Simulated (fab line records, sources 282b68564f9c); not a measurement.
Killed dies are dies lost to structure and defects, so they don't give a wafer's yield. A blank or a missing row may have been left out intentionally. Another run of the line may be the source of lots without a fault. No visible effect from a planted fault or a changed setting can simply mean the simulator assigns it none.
Which of the tools did it? + flow rit-cmos + 7 lots with 21 wafers sampled at 2 steps, on a route of 202 steps

## WHAT EACH GAUGE READ, for each wafer
RIT_NWELL_OVL_MEAS_06.
| lot  | measured    | on         | NWELL_OVL (nm) |
|------|-------------|------------|----------------|
| L201 | day 2 01:28 | overlay-01 | -0.1 -1.2 0.9  |
| L205 | day 2 21:31 | overlay-01 | -0.8 1.1 -1.2  |
| L209 | day 3 19:36 | overlay-01 | -3.1 0.8 -1.0  |
| L214 | day 4 23:20 | overlay-02 | 0.9 -2.0 -1.9  |
| L218 | day 5 15:57 | overlay-01 | -0.5 -2.8 -0.5 |
| L220 | day 6 00:49 | overlay-01 | 0.1 0.2 -0.6   |
| L222 | day 6 11:37 | overlay-01 | -1.7 -0.3 -1.8 |

## WHICH TOOL RAN EACH LOT (tool, then ch and the chambers of the sampled wafers, then the start)
| lot  | RIT_ACTIVE_ETCH_13                |
|------|-----------------------------------|
| L201 | rie-diel-04 ch 1,2,3, day 1 19:43 |
| L205 | rie-diel-04 ch 1,2, day 2 15:50   |
| L209 | rie-diel-03 ch 0,3, day 3 11:43   |
| L214 | rie-diel-02 ch 0,1,3, day 4 15:35 |
| L218 | rie-diel-02 ch 0,2, day 5 09:12   |
| L220 | rie-diel-04 ch 0,3, day 5 18:50   |
| L222 | rie-diel-03 ch 1,2,3, day 6 04:50 |
- RIT_ACTIVE_ETCH_13: etches Si3N4 in SF6, stops on SiO2, time 210 s, target depth 210 nm.

## THE ANSWER, worked out from the rows above alone
Rule: the lots themselves supply what counts as usual. Put in order of their means at a reading, lots are off if they are a third of the lots or fewer, leave a main group of 4 or more, and stand apart from it by a gap of 3 or more times the standard deviation of the main group's means; of several such gaps the widest counts. A main group is skipped when, at the precision printed for the reading in the tables above, its means are all equal. A lot without any number at a reading at which 4 lots or more have one is off too. Any other lot the step has rows for is counted as sound.
No lot is off on any of the readings shown, so nothing can be concluded from this.

## WHAT THE SIMULATOR PUT IN
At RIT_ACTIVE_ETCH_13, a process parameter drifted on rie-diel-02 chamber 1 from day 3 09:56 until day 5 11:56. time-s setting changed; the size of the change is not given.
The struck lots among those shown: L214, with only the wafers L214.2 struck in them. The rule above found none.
